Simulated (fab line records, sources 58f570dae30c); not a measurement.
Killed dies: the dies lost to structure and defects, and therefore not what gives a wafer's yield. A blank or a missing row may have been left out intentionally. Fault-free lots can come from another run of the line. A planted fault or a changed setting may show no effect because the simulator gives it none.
fab line records	flow berkeleyCmos170	part 1 of 2: steps 1 to 30 of 40
record: lots: 5	wafers: 15	lastDay: 12
route steps=331 shown M1@239 V1@254 M2@271
lots with no fault: from the same line, run without faults
startH: the number of hours between the record's first day and the start of the first shown wafer of the lot	waitH: hours from the lot's prior step to this one	" unchanged from the row above	L1.1+2: a single row standing in for several wafers	- no value present, or no start provided	* or withheld: withheld	< > ~ a bound
route shown NAME@n: names a module that has steps shown in the file, with the first one's number in the route	usual: mean/standard deviation taken from wafers without a fault	same: alike in all rows	chamber/n: place in a boat	sites: per-site readings	_std_site: how widely they spread, as a standard deviation	_edge_site: the outer-site mean with the inner-site mean subtracted	radiusMm: for every site, how far away it sits from the centre of the wafer	mask NAME#n: copy n	behind: the tool/chamber that last shaped the wafer	hold: why the lot went on hold/how many hours it stayed there/how the hold came to an end	device: the transistor (n, p or np) that didn't switch	end of line: the tests these same wafers got at the end of their route	step lacking rows: just its recipe	killed: the dies lost at the first sort to structure and to defects; this is not the yield of the wafer	map: a wafer's dies, x killed, . not, _ none there
set.NAME: the run value of the setting; set.NAME@STEP: its run value at that earlier step	model.NAME: the simulator's own value behind a step, which no gauge read
a table for each step, a row for each wafer; lots at some steps of the route
services: when a tool's chamber went out of use (startH, in hours from the record's first day, below 0 if earlier), for how many hours, and the reason
== steps ==
step: UCB170_M1_RS_MEAS_01
recipe: thkMeasGauge: four-point-probe	reads: Al_of_M1_SPUTTER_00
usual: M1_AL_RS: 0.0486/0.00058
lot.wafer	tool	chamber	startH	waitH	M1_AL_RS[ohm/sq]
L079.1	filmMetro-02	-	163.09	0.0	0.0491
L079.4	"	-	"	"	0.0490
L079.6	"	-	"	"	0.0491
L078.1	filmMetro-01	-	163.26	0.0	0.0485
L078.3	"	-	"	"	0.0484
L078.4	"	-	"	"	0.0488
L081.1	filmMetro-02	-	187.74	0.0	0.0489
L081.5	"	-	"	"	0.0488
L081.6	"	-	"	"	0.0489
L082.1	filmMetro-04	-	187.74	0.0	0.0484
L082.3	"	-	"	"	0.0491
L082.4	"	-	"	"	0.0490
L097.1	filmMetro-02	-	257.37	0.0	0.0488
L097.5	"	-	"	"	0.0486
L097.6	"	-	"	"	0.0480
step: UCB170_M1_THK_MEAS_02
recipe: thkMeasGauge: xrf	reads: Al_of_M1_SPUTTER_00
usual: M1_AL_THK: 605/8.2
lot.wafer	tool	chamber	startH	waitH	M1_AL_THK[nm]
L079.1	filmMetro-02	-	163.21	0.1	603
L079.4	"	-	"	"	601
L079.6	"	-	"	"	601
L078.1	filmMetro-01	-	163.38	0.1	602
L078.3	"	-	"	"	603
L078.4	"	-	"	"	599
L081.1	filmMetro-02	-	187.86	0.1	606
L081.5	"	-	"	"	603
L081.6	"	-	"	"	604
L082.1	filmMetro-04	-	187.86	0.1	608
L082.3	"	-	"	"	597
L082.4	"	-	"	"	597
L097.1	filmMetro-02	-	257.49	0.1	609
L097.5	"	-	"	"	608
L097.6	"	-	"	"	620
step: UCB170_M1_COAT_03
recipe: resist: BARC	tempC: withheld	timeS: withheld	spinRpm: 3000	resistThkNm: withheld
lot.wafer	tool	chamber	startH	waitH
L079.1+4+6	lithoTrack-03	0	163.32	0.1
L078.1+3+4	lithoTrack-02	0	163.63	0.2
L081.1+5+6	lithoTrack-02	0	187.99	0.1
L082.1+3+4	lithoTrack-03	0	188.06	0.2
L097.1+5+6	lithoTrack-03	0	257.55	0.1
step: UCB170_M1_COAT_04
recipe: resist: KrF	spinRpm: 1500	resistThkNm: 900
lot.wafer	tool	chamber	startH	waitH
L079.1+4+6	lithoTrack-03	0	-	-
L078.1+3+4	lithoTrack-02	0	-	-
L081.1+5+6	lithoTrack-02	0	-	-
L082.1+3+4	lithoTrack-03	0	-	-
L097.1+5+6	lithoTrack-03	0	-	-
step: UCB170_M1_SOFTBAKE_05
recipe: resist: KrF	tempC: 130	timeS: 60
lot.wafer	tool	chamber	startH	waitH
L079.1+4+6	lithoTrack-03	0	-	-
L078.1+3+4	lithoTrack-02	0	-	-
L081.1+5+6	lithoTrack-02	0	-	-
L082.1+3+4	lithoTrack-03	0	-	-
L097.1+5+6	lithoTrack-03	0	-	-
step: UCB170_M1_EXPOSE_06
recipe: maskId: METAL1	targetCdNm: 700	na: 0.5	sigmaOuter: 0.6	sourceShape: conventional	doseMj: 21
usual: focusOffsetNm: 0.0/0.52
same: sigmaOuter: 0.6
lot.wafer	tool	chamber	startH	waitH	mask	focusOffsetNm
L079.1	krfScanner-01	0	164.00	-	METAL1#0	-0.5
L079.4	"	0	"	"	METAL1#0	-0.1
L079.6	"	0	"	"	METAL1#0	-0.6
L078.1	krfScanner-02	0	164.36	-	METAL1#0	0.0
L078.3	"	0	"	"	METAL1#0	0.3
L078.4	"	0	"	"	METAL1#0	0.1
L081.1	krfScanner-01	0	188.57	-	METAL1#0	0.2
L081.5	"	0	"	"	METAL1#0	0.5
L081.6	"	0	"	"	METAL1#0	0.2
L082.1	krfScanner-02	0	188.81	-	METAL1#0	0.8
L082.3	"	0	"	"	METAL1#0	-0.5
L082.4	"	0	"	"	METAL1#0	0.3
L097.1	krfScanner-02	0	258.12	-	METAL1#0	-0.7
L097.5	"	0	"	"	METAL1#0	0.3
L097.6	"	0	"	"	METAL1#0	0.1
step: UCB170_M1_PEB_07
recipe: pebTempC: 130	pebTimeS: withheld	resist: KrF
lot.wafer	tool	chamber	startH	waitH
L079.1+4+6	lithoTrack-02	0	164.36	0.3
L078.1+3+4	lithoTrack-02	0	164.63	0.3
L081.1+5+6	lithoTrack-01	0	188.68	0.1
L082.1+3+4	lithoTrack-01	0	188.96	0.1
L097.1+5+6	lithoTrack-03	0	258.24	0.1
step: UCB170_M1_DEVELOP_08
recipe: developer: TMAH	developTimeS: 45	resist: KrF	devTempC: 21
lot.wafer	tool	chamber	startH	waitH
L079.1+4+6	lithoTrack-02	0	-	-
L078.1+3+4	lithoTrack-02	0	-	-
L081.1+5+6	lithoTrack-01	0	-	-
L082.1+3+4	lithoTrack-01	0	-	-
L097.1+5+6	lithoTrack-03	0	-	-
step: UCB170_M1_CD_MEAS_09
recipe: targetCdNm: 700
usual: cdNm: 700.0/1.5
lot.wafer	tool	chamber	startH	waitH	cdNm
L079.1	cdSem-01	-	164.63	-	699.9
L079.4	"	-	"	"	700.5
L079.6	"	-	"	"	699.9
L078.1	cdSem-01	-	164.91	-	700.0
L078.3	"	-	"	"	699.2
L078.4	"	-	"	"	697.8
L081.1	cdSem-02	-	188.96	-	696.5
L081.5	"	-	"	"	696.1
L081.6	"	-	"	"	696.9
L082.1	cdSem-02	-	189.23	-	701.3
L082.3	"	-	"	"	700.7
L082.4	"	-	"	"	699.9
L097.1	cdSem-01	-	258.51	-	701.0
L097.5	"	-	"	"	701.2
L097.6	"	-	"	"	702.3
step: UCB170_M1_OVL_MEAS_10
usual: M1_OVL: 4/5.8
lot.wafer	tool	chamber	startH	waitH	M1_OVL[nm]
L079.1	overlay-02	-	164.75	0.1	8
L079.4	"	-	"	"	6
L079.6	"	-	"	"	6
L078.1	overlay-02	-	165.03	0.1	10
L078.3	"	-	"	"	7
L078.4	"	-	"	"	9
L081.1	overlay-02	-	189.08	0.1	8
L081.5	"	-	"	"	13
L081.6	"	-	"	"	8
L082.1	overlay-01	-	189.35	0.1	7
L082.3	"	-	"	"	4
L082.4	"	-	"	"	13
L097.1	overlay-01	-	258.63	0.1	4
L097.5	"	-	"	"	2
L097.6	"	-	"	"	5
step: UCB170_M1_ETCH_11
recipe: chemistry: N2/H2	targetDepthA: withheld	overetchA: withheld	target: BARC	timeS: withheld	sourceW: 500	biasW: 100	pressureMtorr: 30	n2FlowSccm: 100	h2FlowSccm: 200
usual: drypumpMotorCurrentA: 5.6/0.47	n2FlowSccm: 100.0/0.31	oesProductAu: 1.007/0.021	throttleValvePct: 13.32/0.2
lot.wafer	tool	chamber	startH	waitH	drypumpMotorCurrentA	n2FlowSccm	oesProductAu	throttleValvePct
L079.1	rieDiel-01	3	164.79	0.0	5.2	99.9	1.021	13.43
L079.4	"	1	"	"	5.5	99.9	0.988	13.14
L079.6	"	0	"	"	6.3	99.8	1.043	13.12
L078.1	rieDiel-02	0	165.06	0.0	5.5	99.7	1.027	13.33
L078.3	"	2	"	"	5.7	100.3	1.000	13.07
L078.4	"	3	"	"	5.8	100.2	1.009	13.67
L081.1	rieDiel-01	2	189.11	0.0	6.0	99.7	1.004	13.24
L081.5	"	2	"	"	5.9	99.7	1.010	13.22
L081.6	"	1	"	"	5.4	100.1	0.984	13.15
L082.1	rieDiel-02	1	189.39	0.0	6.3	100.0	1.027	13.03
L082.3	"	3	"	"	5.9	100.2	1.014	13.67
L082.4	"	0	"	"	5.5	99.9	1.026	13.32
L097.1	rieDiel-04	2	258.67	0.0	5.0	99.8	0.992	13.62
L097.5	"	0	"	"	6.3	99.9	1.051	13.26
L097.6	"	1	"	"	4.8	100.3	0.988	13.44
step: UCB170_M1_METAL_ETCH_12
recipe: chemistry: Cl2/BCl3	target: Al	stopOn: PSG	pressureMtorr: 12	targetDepthA: 7800	overEtchFrac: 0.3	timeS: 130	icpW: 600	biasW: 120	Cl2_flow_sccm: 90	bcl3FlowSccm: 45
usual: drypumpMotorCurrentA: 5.1/0.41	oesProductAu: 0.851/0.018	throttleValvePct: 24.66/0.19
lot.wafer	tool	chamber	startH	waitH	drypumpMotorCurrentA	oesProductAu	rfHoursCounterH	throttleValvePct
L079.1	rieMetal-03	0	164.83	-	4.6	0.830	12	24.68
L079.4	"	0	"	"	4.6	0.830	-	24.69
L079.6	"	1	"	"	4.8	0.846	-	24.57
L078.1	rieMetal-02	1	165.11	-	5.2	0.880	1	24.97
L078.3	"	1	"	"	5.2	0.882	-	24.99
L078.4	"	0	"	"	5.8	0.859	-	24.68
L081.1	rieMetal-04	0	189.16	-	5.1	0.830	2	24.38
L081.5	"	1	"	"	5.1	0.828	-	24.48
L081.6	"	0	"	"	5.1	0.833	-	24.41
L082.1	rieMetal-03	1	189.43	-	4.8	0.839	9	24.56
L082.3	"	0	"	"	4.6	0.820	-	24.69
L082.4	"	1	"	"	4.8	0.835	-	24.57
L097.1	rieMetal-02	0	258.71	-	5.8	0.853	9	24.69
L097.5	"	1	"	"	5.3	0.873	-	25.01
L097.6	"	0	"	"	5.8	0.869	-	24.67
step: UCB170_M1_STRIP_13
recipe: chemistry: O2	powerW: 400	pressureMtorr: 3500	platenTempC: withheld	o2FlowSccm: 400	overashFraction: 0.5
usual: drypumpMotorCurrentA: 5.4/0.31	oesProductAu: 0.721/0.0047
lot.wafer	tool	chamber	startH	waitH	drypumpMotorCurrentA	oesProductAu	rfHoursCounterH
L079.1	plasmaAsher-01	1	164.96	0.1	5.8	0.725	40
L079.4	"	0	"	"	5.0	0.720	-
L079.6	"	1	"	"	5.8	0.716	-
L078.1	plasmaAsher-01	1	165.24	0.1	5.8	0.726	40
L078.3	"	1	"	"	5.8	0.724	-
L078.4	"	0	"	"	5.0	0.723	-
L081.1	plasmaAsher-02	0	189.29	0.1	5.4	0.718	51
L081.5	"	0	"	"	5.4	0.731	-
L081.6	"	1	"	"	5.8	0.721	-
L082.1	plasmaAsher-01	1	189.56	0.1	5.8	0.715	43
L082.3	"	0	"	"	5.0	0.722	-
L082.4	"	1	"	"	5.8	0.715	-
L097.1	plasmaAsher-03	1	258.84	0.1	5.1	0.729	17
L097.5	"	1	"	"	5.1	0.725	-
L097.6	"	0	"	"	5.5	0.725	-
step: UCB170_M1_CD_MEAS_90
recipe: targetCdNm: 700
usual: cdNm: 700.3/2.2
lot.wafer	tool	chamber	startH	waitH	cdNm
L079.1	cdSem-01	-	165.06	0.1	700.4
L079.4	"	-	"	"	701.5
L079.6	"	-	"	"	702.1
L078.1	cdSem-02	-	165.39	0.1	702.0
L078.3	"	-	"	"	701.0
L078.4	"	-	"	"	697.3
L081.1	cdSem-01	-	189.39	0.1	698.8
L081.5	"	-	"	"	695.4
L081.6	"	-	"	"	700.0
L082.1	cdSem-02	-	189.66	0.1	702.1
L082.3	"	-	"	"	700.2
L082.4	"	-	"	"	700.3
L097.1	cdSem-02	-	258.94	0.1	702.4
L097.5	"	-	"	"	701.4
L097.6	"	-	"	"	701.6
step: UCB170_M1_ANNEAL_14
recipe: tempC: 400	timeS: 1200	ambient: formingGas
usual: spikeTcLoadC: 417.3/1.5
lot.wafer	tool	chamber	startH	waitH	spikeTcLoadC
L078.1	-	-	167.33	1.9	418.9
L078.3	"	-	"	"	418.6
L078.4	"	-	"	"	416.4
L079.1	-	-	167.33	2.2	417.9
L079.4	"	-	"	"	417.1
L079.6	"	-	"	"	417.0
L081.1	-	-	192.93	3.5	418.3
L081.5	"	-	"	"	416.4
L081.6	"	-	"	"	417.1
L082.1	-	-	192.93	3.2	418.2
L082.3	"	-	"	"	417.8
L082.4	"	-	"	"	418.2
L097.1	-	-	263.37	4.4	417.3
L097.5	"	-	"	"	416.8
L097.6	"	-	"	"	419.2
step: UCB170_V1_CVD_00
recipe: material: SiO2	targetThkNm: 2000	tempC: 390	precursor: TEOS/O2	timeS: 250	rfW: 550	pressureMtorr: 9000
usual: heaterPowerW: 241/66
lot.wafer	tool	chamber	startH	waitH	heaterPowerW
L078.1	pecvd-04	0	168.66	0.0	316
L078.3	"	2	"	"	242
L078.4	"	1	"	"	275
L079.1	pecvd-01	2	168.66	0.0	190
L079.4	"	2	"	"	254
L079.6	"	0	"	"	190
L081.1	pecvd-04	1	194.26	0.0	380
L081.5	"	1	"	"	273
L081.6	"	2	"	"	239
L082.1	pecvd-01	0	194.26	0.0	269
L082.3	"	1	"	"	308
L082.4	"	2	"	"	254
L097.1	pecvd-03	2	264.71	0.0	304
L097.5	"	2	"	"	224
L097.6	"	1	"	"	297
step: UCB170_V1_THK_MEAS_01
recipe: reads: SiO2_of_V1_CVD_00
usual: V1_TEOS_THK: 1999/30
lot.wafer	tool	chamber	startH	waitH	V1_TEOS_THK[nm]
L078.1	filmMetro-03	-	168.82	0.1	1986
L078.3	"	-	"	"	1950
L078.4	"	-	"	"	2009
L079.1	filmMetro-01	-	168.82	0.1	1965
L079.4	"	-	"	"	2049
L079.6	"	-	"	"	2032
L081.1	filmMetro-04	-	194.42	0.1	1939
L081.5	"	-	"	"	1959
L081.6	"	-	"	"	1989
L082.1	filmMetro-01	-	194.42	0.1	1991
L082.3	"	-	"	"	1993
L082.4	"	-	"	"	2029
L097.1	filmMetro-01	-	264.86	0.1	2042
L097.5	"	-	"	"	2096
L097.6	"	-	"	"	2060
step: UCB170_V1_CMP_02
recipe: material: SiO2	downForcePsi: 6	platenRpm: 60	padVelocityMS: 0.75398
usual: motorCurrentA: 15.4/1.3	slurryFlowMlMin: 149.9/0.42
lot.wafer	tool	chamber	startH	waitH	motorCurrentA	slurryFlowMlMin
L079.1	cmp-01	3	168.88	0.1	15.8	150.5
L079.4	"	0	"	"	14.0	149.5
L079.6	"	0	"	"	13.5	149.5
L078.3	cmp-01	0	169.18	0.3	13.6	149.6
L078.1	"	2	"	"	15.0	150.0
L078.4	"	3	"	"	16.2	149.7
L082.3	cmp-02	1	194.48	0.0	14.8	149.6
L082.4	"	3	"	"	17.0	149.6
L082.1	"	0	"	"	14.0	150.8
L081.1	cmp-01	0	194.63	0.2	14.9	150.4
L081.5	"	1	"	"	17.1	149.3
L081.6	"	2	"	"	14.9	150.2
L097.1	cmp-01	2	265.27	0.4	15.9	150.1
L097.5	"	1	"	"	17.1	150.3
L097.6	"	2	"	"	15.0	150.0
step: UCB170_V1_BOW_MEAS_03
recipe: mode: bow
usual: V1_BOW: 19/6.6
lot.wafer	tool	chamber	startH	waitH	V1_BOW[um]
L079.1	filmMetro-04	-	169.18	0.2	14
L079.4	"	-	"	"	14
L079.6	"	-	"	"	17
L078.1	filmMetro-04	-	169.48	0.1	18
L078.3	"	-	"	"	21
L078.4	"	-	"	"	26
L081.1	filmMetro-04	-	194.78	0.1	15
L081.5	"	-	"	"	20
L081.6	"	-	"	"	26
L082.1	filmMetro-03	-	194.78	0.1	17
L082.3	"	-	"	"	8
L082.4	"	-	"	"	10
L097.1	filmMetro-03	-	265.52	0.2	13
L097.5	"	-	"	"	15
L097.6	"	-	"	"	11
step: UCB170_V1_THK_MEAS_04
recipe: reads: SiO2_of_V1_CVD_00
usual: V1_POLISHED_THK: 1000.2/1.3
lot.wafer	tool	chamber	startH	waitH	V1_POLISHED_THK[nm]
L079.1	filmMetro-04	-	169.30	0.1	998.8
L079.4	"	-	"	"	1001.2
L079.6	"	-	"	"	1000.1
L078.1	filmMetro-04	-	169.60	0.1	997.0
L078.3	"	-	"	"	999.9
L078.4	"	-	"	"	999.1
L081.1	filmMetro-04	-	194.90	0.1	999.5
L081.5	"	-	"	"	998.3
L081.6	"	-	"	"	996.7
L082.1	filmMetro-03	-	194.90	0.1	1000.6
L082.3	"	-	"	"	1002.0
L082.4	"	-	"	"	1001.0
L097.1	filmMetro-03	-	265.64	0.1	997.9
L097.5	"	-	"	"	1001.0
L097.6	"	-	"	"	997.8
step: UCB170_V1_CLEAN_05
recipe: chemistry: DIW
lot.wafer	tool	chamber	startH	waitH
L079.1+4+6	wetBench-04	1	169.53	0.2
L078.1+3+4	wetBench-04	0	169.91	0.3
L081.1+5+6	wetBench-01	3	194.96	0.1
L082.1+3+4	wetBench-01	0	194.96	0.1
L097.1+5+6	wetBench-01	1	265.70	0.1
step: UCB170_V1_HMDS_06
recipe: primeTimeS: 60	primeTempC: 100
lot.wafer	tool	chamber	startH	waitH
L079.1+4+6	lithoTrack-04	0	169.71	0.0
L078.1+3+4	lithoTrack-02	0	170.08	0.0
L082.1+3+4	lithoTrack-02	0	195.46	0.3
L081.1+5+6	lithoTrack-04	0	195.47	0.3
L097.1+5+6	lithoTrack-02	0	266.00	0.1
step: UCB170_V1_COAT_07
recipe: resist: KrF	spinRpm: 1500	resistThkNm: 900
lot.wafer	tool	chamber	startH	waitH
L079.1+4+6	lithoTrack-04	0	169.86	0.1
L078.1+3+4	lithoTrack-02	0	170.23	0.1
L082.1+3+4	lithoTrack-02	0	195.61	0.1
L081.1+5+6	lithoTrack-04	0	195.62	0.1
L097.1+5+6	lithoTrack-02	0	266.15	0.1
step: UCB170_V1_SOFTBAKE_08
recipe: resist: KrF	tempC: 130	timeS: 60
lot.wafer	tool	chamber	startH	waitH
L079.1+4+6	lithoTrack-04	0	170.01	0.1
L078.1+3+4	lithoTrack-02	0	170.38	0.1
L082.1+3+4	lithoTrack-02	0	195.76	0.1
L081.1+5+6	lithoTrack-04	0	195.77	0.1
L097.1+5+6	lithoTrack-02	0	266.30	0.1
step: UCB170_V1_EXPOSE_09
recipe: maskId: VIA1	targetCdNm: 700	na: 0.5	sigmaOuter: 0.6	sourceShape: conventional	doseMj: 37
usual: focusOffsetNm: 0.0/0.54
same: sigmaOuter: 0.6
lot.wafer	tool	chamber	startH	waitH	mask	focusOffsetNm
L079.1	krfScanner-02	0	170.16	0.1	VIA1#0	0.5
L079.4	"	0	"	"	VIA1#0	0.5
L079.6	"	0	"	"	VIA1#0	0.5
L078.1	krfScanner-01	0	170.66	0.2	VIA1#0	-0.5
L078.3	"	0	"	"	VIA1#0	-0.1
L078.4	"	0	"	"	VIA1#0	-0.1
L082.1	krfScanner-02	0	196.01	0.2	VIA1#0	0.5
L082.3	"	0	"	"	VIA1#0	0.3
L082.4	"	0	"	"	VIA1#0	-0.3
L081.1	krfScanner-02	0	196.13	0.3	VIA1#0	0.7
L081.5	"	0	"	"	VIA1#0	-0.1
L081.6	"	0	"	"	VIA1#0	0.2
L097.1	krfScanner-02	0	266.62	0.3	VIA1#0	-0.2
L097.5	"	0	"	"	VIA1#0	-0.1
L097.6	"	0	"	"	VIA1#0	0.5
step: UCB170_V1_PEB_10
recipe: pebTempC: 130	pebTimeS: withheld	resist: KrF
lot.wafer	tool	chamber	startH	waitH
L079.1+4+6	lithoTrack-04	0	170.28	0.1
L078.1+3+4	lithoTrack-02	0	171.08	0.4
L082.1+3+4	lithoTrack-02	0	196.36	0.3
L081.1+5+6	lithoTrack-01	0	196.46	0.3
L097.1+5+6	lithoTrack-01	0	267.25	0.6
step: UCB170_V1_DEVELOP_11
recipe: developer: TMAH	developTimeS: 45	resist: KrF	devTempC: 21
lot.wafer	tool	chamber	startH	waitH
L079.1+4+6	lithoTrack-04	0	-	-
L078.1+3+4	lithoTrack-02	0	-	-
L082.1+3+4	lithoTrack-02	0	-	-
L081.1+5+6	lithoTrack-01	0	-	-
L097.1+5+6	lithoTrack-01	0	-	-
step: UCB170_V1_CD_MEAS_12
recipe: targetCdNm: 700
usual: cdNm: 700.2/1.6
lot.wafer	tool	chamber	startH	waitH	cdNm
L079.1	cdSem-02	-	170.55	-	699.0
L079.4	"	-	"	"	699.1
L079.6	"	-	"	"	699.1
L078.1	cdSem-01	-	171.36	-	697.7
L078.3	"	-	"	"	699.3
L078.4	"	-	"	"	698.1
L082.1	cdSem-01	-	196.63	-	700.4
L082.3	"	-	"	"	699.5
L082.4	"	-	"	"	700.6
L081.1	cdSem-02	-	196.73	-	698.7
L081.5	"	-	"	"	699.4
L081.6	"	-	"	"	698.5
L097.1	cdSem-02	-	267.53	-	699.6
L097.5	"	-	"	"	700.2
L097.6	"	-	"	"	698.4
step: UCB170_V1_OVL_MEAS_13
usual: V1_OVL: 3/5.6
lot.wafer	tool	chamber	startH	waitH	V1_OVL[nm]
L079.1	overlay-01	-	170.67	0.1	6
L079.4	"	-	"	"	-3
L079.6	"	-	"	"	-2
L078.1	overlay-02	-	171.48	0.1	4
L078.3	"	-	"	"	5
L078.4	"	-	"	"	5
L082.1	overlay-02	-	196.75	0.1	4
L082.3	"	-	"	"	11
L082.4	"	-	"	"	1
L081.1	overlay-01	-	196.85	0.1	4
L081.5	"	-	"	"	1
L081.6	"	-	"	"	-2
L097.1	overlay-01	-	267.65	0.1	-14
L097.5	"	-	"	"	-6
L097.6	"	-	"	"	-3
step: UCB170_V1_ETCH_14
recipe: chemistry: CHF3/CF4/Ar	target: SiO2	stopOn: Al	CHF3_flow_sccm: 45	cf4FlowSccm: 15	Ar_flow_sccm: 150	pressureMtorr: 200	rfW: 700	targetDepthA: 12500	overEtchFrac: 0.25	timeS: 291
usual: drypumpMotorCurrentA: 5.7/0.51	oesProductAu: 0.874/0.014	throttleValvePct: 6.97/0.099
lot.wafer	tool	chamber	startH	waitH	drypumpMotorCurrentA	oesProductAu	rfHoursCounterH	throttleValvePct
L079.1	rieDiel-03	3	170.71	0.0	6.5	0.866	144	6.96
L079.4	"	0	"	"	6.1	0.875	10	6.90
L079.6	"	2	"	"	5.9	0.860	-	7.10
L078.1	rieDiel-01	3	171.52	0.0	5.2	0.876	112	7.09
L078.3	"	3	"	"	5.2	0.877	-	7.08
L078.4	"	0	"	"	6.2	0.896	-	6.88
L082.1	rieDiel-03	0	196.79	0.0	6.1	0.884	11	6.92
L082.3	"	3	"	"	6.5	0.867	145	6.94
L082.4	"	2	"	"	5.9	0.858	0	7.10
L081.1	rieDiel-01	3	196.89	0.0	5.1	0.871	114	7.09
L081.5	"	3	"	"	5.2	0.875	-	7.10
L081.6	"	2	"	"	5.9	0.860	-	6.90
L097.1	rieDiel-03	3	267.68	0.0	6.5	0.866	2	6.95
L097.5	"	3	"	"	6.5	0.877	-	6.94
L097.6	"	0	"	"	6.1	0.870	-	6.90
